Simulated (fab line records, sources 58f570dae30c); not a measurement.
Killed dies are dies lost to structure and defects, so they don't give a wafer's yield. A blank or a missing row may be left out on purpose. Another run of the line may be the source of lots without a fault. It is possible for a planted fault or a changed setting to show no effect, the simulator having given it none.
A lot that was struck, set against a sound lot ; flow berkeley cmos170 ; 17 out of 331 route steps
Sound: wafers L805.2, L805.3, L805.5. Struck: wafers L812.4, L812.5, L812.6. At the end, the cause is stated.
Each step with rows lists, per side, the tool, then ch with its chambers, then its first start. Under that, the readings that differ: sound wafers ; struck wafers ; difference of the means ; sigmas: that difference in standard deviations of wafers without a fault.
alike: a reading whose means differ by less than 2 such deviations, as well as words and numbers matching on both sides. not compared: withheld readings; readings where some wafer has no value; bounds like >300 that might hide an equal value; numbers whose values overlap and for which the record gives no deviation.
The two part at a step that has a row with sigmas, a row that says differs or no value, or rows on one side only. Numbers that don't overlap but have no deviation are shown without sigmas and don't part them. Lack of a reading on every wafer of one side parts them only where that side has two or more wafers.

first, 1 step without rows for these wafers: UCB170_CONTACT_CLEAN_20 (cleans in SPM, time 600 s).
UCB170_M1_SPUTTER_00: material Al, target thk 600 nm, time 80 s.
  struck on pvd sputter-01, day 9 18:02; sound on pvd sputter-04, day 9 03:38
  alike: throttle valve pct
UCB170_M1_RS_MEAS_01: measurement is done with a four-point probe.
  struck on film metro-04, day 9 18:09; sound on film metro-03, day 9 03:43
reading;sound;struck;difference;sigmas
M1_AL_RS (ohm/sq);0.0490 0.0485 0.0486;0.0475 0.0476 0.0476;-0.0011;-2
UCB170_M1_THK_MEAS_02: measures by xrf.
  struck on film metro-04, day 9 18:14; sound on film metro-03, day 9 03:49
reading;sound;struck;difference;sigmas
M1_AL_THK (nm);595 601 598;621 611 617;+18;+2
then, 6 steps without rows for these wafers: UCB170_M1_COAT_03; UCB170_M1_COAT_04 (resist thk 900 nm); UCB170_M1_SOFTBAKE_05 (time 60 s); UCB170_M1_EXPOSE_06 (exposes mask METAL1, target cd 700 nm); UCB170_M1_PEB_07; UCB170_M1_DEVELOP_08 (develop time 45 s).
UCB170_M1_CD_MEAS_09: the cd target is 700 nm.
  struck on cd sem-02, day 9 20:01; sound on cd sem-01, day 9 04:53
  alike: cd nm
UCB170_M1_OVL_MEAS_10:
  struck on overlay-01, day 9 20:05; sound on overlay-02, day 9 04:59
  alike: M1_OVL
UCB170_M1_ETCH_11: etches BARC in N2/H2.
  sound on rie diel-04 ch 0,2,3, day 9 05:01; struck on rie diel-01 ch 1,2,3, day 9 20:08
  no value came back on the struck wafers for any of 5 readings (bias w (W), chamber pressure mTorr (mTorr) and others); on the sound wafers bias w (W) reads 100.30 100.01 100.20
UCB170_M1_METAL_ETCH_12: etches Al in Cl2/BCl3, stops on PSG, target depth 780 nm, time 130 s.
  sound on rie metal-03 ch 0,1, day 9 05:04; struck on rie metal-03 ch 0,1, day 9 20:11
reading;sound;struck;difference;sigmas
oes product au (a.u.);0.843 0.866 0.849;0.364 0.369 0.379;-0.482;-37
throttle valve pct (%);24.50 24.32 24.49;24.74 24.72 24.56;+0.24;+3
  alike: bcl3 flow sccm, bias w, drypump motor current A
  not compared: rf hours counter h
UCB170_M1_STRIP_13: strips in O2.
  sound on plasma asher-01 ch 0,1, day 9 05:12; struck on plasma asher-01 ch 0,1, day 9 20:19
  alike: drypump motor current A, oes product au
  not compared: rf hours counter h
UCB170_M1_CD_MEAS_90: the cd target is 700 nm.
  struck on cd sem-01, day 9 20:26; sound on cd sem-02, day 9 05:19
reading;sound;struck;difference;sigmas
cd nm (nm);706.1 701.0 701.3;- - -;no value on the struck wafers;
then, 1 step without rows for these wafers: UCB170_M1_ANNEAL_14 (time 1200 s).

WHERE THEY PART
Earliest at UCB170_M1_RS_MEAS_01; latest, in this record, at UCB170_M1_CD_MEAS_90.

WHY: whatever the simulator had introduced
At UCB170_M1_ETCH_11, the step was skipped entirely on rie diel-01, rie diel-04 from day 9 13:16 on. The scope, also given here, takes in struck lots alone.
